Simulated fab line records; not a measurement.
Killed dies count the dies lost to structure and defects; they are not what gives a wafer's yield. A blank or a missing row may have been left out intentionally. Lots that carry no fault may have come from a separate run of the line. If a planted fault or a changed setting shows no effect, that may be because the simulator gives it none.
A struck lot beside a sound one + flow rit cmos + 14 steps out of a route of 202
Sound: wafers L540.4, L540.5, L540.6. Struck: wafers L552.2, L552.5, L552.6. The cause is named last.
For every step that has rows: the tool of each side, followed by ch and its chambers, followed by its first start. Under that, the readings that differ: sound wafers + struck wafers + difference of the means + sigmas: that difference in standard deviations of wafers without a fault.
alike: a reading whose means differ by less than 2 such deviations, as well as words and numbers matching on both sides. not compared: withheld readings; readings where some wafer has no value; bounds like >300 that might hide an equal value; numbers whose values overlap and for which the record gives no deviation.
A row with sigmas, a row that says differs or no value, or rows on one side alone: a step with any of these is where the two part. Non-overlapping numbers with no deviation appear without sigmas and do not part them. A reading missing from all wafers of one side parts the sides only when that side holds two or more wafers.

RIT_GATE_STRIP_20: strips in O2, time 180 s.
  sound on plasma asher-04 ch 0,1, day 3 20:33; struck on plasma asher-04 ch 0,1, day 6 06:58
  alike: drypump motor current A
  not compared: rf hours counter h
RIT_GATE_CD_MEAS_90: target cd 150 nm.
  sound on cd sem-02 at day 3 20:44; struck on cd sem-01 at day 6 07:14
  alike: cd nm
then, 4 steps without rows for these wafers: RIT_REOX_CLEAN_00 (cleans in SC1, time 600 s); RIT_REOX_CLEAN_01 (cleans in dHF, time 30 s); RIT_REOX_CLEAN_02 (cleans in SC2, time 600 s); RIT_REOX_OXIDATION_03 (target thk 25.2 nm, ox time 5580 s).
RIT_REOX_THK_MEAS_04:
  sound on film metro-03 at day 3 23:44; struck on film metro-01 at day 6 10:35
  alike: REOX_OXIDE_THK
then, 5 steps without rows for these wafers: RIT_NLDD_HMDS_00 (prime time 60 s); RIT_NLDD_COAT_01 (resist thk 1000 nm); RIT_NLDD_SOFTBAKE_02 (time 60 s); RIT_NLDD_EXPOSE_03 (exposes mask M7, target cd 40700 nm); RIT_NLDD_PEB_04.
RIT_NLDD_DEVELOP_05: develop time 50 s.
  struck on litho track-01, day 6 11:00; sound on litho track-03 ch 0, day 4 00:00
  no value came back on the struck wafers for chill plate temp C (C), develop time s (s); on the sound wafers chill plate temp C (C) reads 23.02 23.10 23.19
RIT_NLDD_OVL_MEAS_06:
  sound on overlay-02 at day 4 00:46; struck on overlay-01 at day 6 11:37
| reading       | sound        | struck | difference                    | sigmas |
|---------------|--------------|--------|-------------------------------|--------|
| NLDD_OVL (nm) | 1.4 -0.4 1.4 | - - -  | no value on the struck wafers |        |

== WHERE THEY PART ==
At RIT_NLDD_DEVELOP_05 first; at RIT_NLDD_OVL_MEAS_06 last (within this record only).

WHY: what had been put in by the simulator
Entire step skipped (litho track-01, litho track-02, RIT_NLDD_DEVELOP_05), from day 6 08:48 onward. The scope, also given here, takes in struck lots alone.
